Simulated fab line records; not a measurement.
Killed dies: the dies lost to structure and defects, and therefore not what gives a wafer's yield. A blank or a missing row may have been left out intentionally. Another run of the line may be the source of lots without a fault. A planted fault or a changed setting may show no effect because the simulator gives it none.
Problem report, 8D (eight disciplines) form, completed by code + flow rit_cmos + the parts of the form that need people (team, actions taken, sign-off) are left out

## 1. WHAT IS WRONG
Mean of spin_speed_rpm at RIT_NRETRO_COAT_01: 1920.3 rpm across 6 wafers in 2 lots; on wafers with no fault it is 1999.7 rpm (standard deviation 1.4). That puts it -57 standard deviations away from the usual mean.
The step: resist thk 1300 nm.
The first sign was on wafer L538.3 at day 4 06:21, on litho_track-03. The record has a number at this step for 18 wafers belonging to 6 lots. Rule for "out", or "out of limits": more than 4 standard deviations from the usual mean. All remaining wafers that have a number are taken as sound.

## 2. WHAT THIS IS AND IS NOT
| question                    | is                     | is not                                                                   |
|-----------------------------|------------------------|--------------------------------------------------------------------------|
| which readings at this step | spin_speed_rpm         | -                                                                        |
| which lots                  | L538, L539             | L529, L531, L548, L551                                                   |
| which wafers of those lots  | all that have a number | -                                                                        |
| read on which tools         | litho_track-03         | litho_track-02                                                           |
| when                        | from day 4 06:21       | up to then (6 sound wafers); but 6 sound wafers of L548, L551 came after |

## 3. THE SUSPECTS, EACH WITH WHAT RULES IT OUT
Counting: a tool stays on the suspect list if, at a process step up to the reading, it processed all lots that are out and no sound lot following the first of them.
- plasma_asher-04 at RIT_PWELL_STRIP_09 (strips in O2, time 180 s): kept. It ran every lot that is out, first L538 (day 4 00:39), and no sound lot after that.
- litho_track-03 at RIT_NRETRO_COAT_01 (resist thk 1300 nm): kept. It processed each lot that is out, first L538 at day 4 06:21, and no sound lot thereafter; up to then, the last sound lot it processed was L529 at day 2 14:22. Its own readings are out on those wafers: spin_speed_rpm.
The count leaves litho_track-03 at RIT_NRETRO_COAT_01 and plasma_asher-04 at RIT_PWELL_STRIP_09.

## 4. THE CAUSE (what the simulator had put in)
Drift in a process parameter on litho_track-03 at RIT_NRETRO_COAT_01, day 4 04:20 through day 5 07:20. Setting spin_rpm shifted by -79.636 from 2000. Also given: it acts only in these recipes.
After counting, 2 suspects remain, this tool included.

## 5. THE EFFECT CHAIN, in route order
Each row: a reading where the mean over the struck wafers with a number is more than 3 standard deviations away from the usual. Readings are gone through only where the record gives a usual standard deviation; hours: the median, over the lots, of the time from a lot's start at the first step in this table giving one to that lot's start at this step; sigmas: the change measured in usual standard deviations.
| hours | step               | reading        | usual      | on struck wafers | change | sigmas |
|-------|--------------------|----------------|------------|------------------|--------|--------|
| 0     | RIT_NRETRO_COAT_01 | spin_speed_rpm | 1999.7 rpm | 1920.3           | -79.4  | -57    |
It contains these process steps:
- RIT_NRETRO_COAT_01: resist thk 1300 nm.
Later measuring or inspecting steps at which every struck wafer that the step has a row for has a number for every such reading, and none has moved that far: RIT_NRETRO_OVL_MEAS_06.

## 6. HOW IT WOULD HAVE BEEN CAUGHT EARLIER
In this record the first reading out of limits was taken at day 4 06:21, 2 hours after the fault began at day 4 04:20.
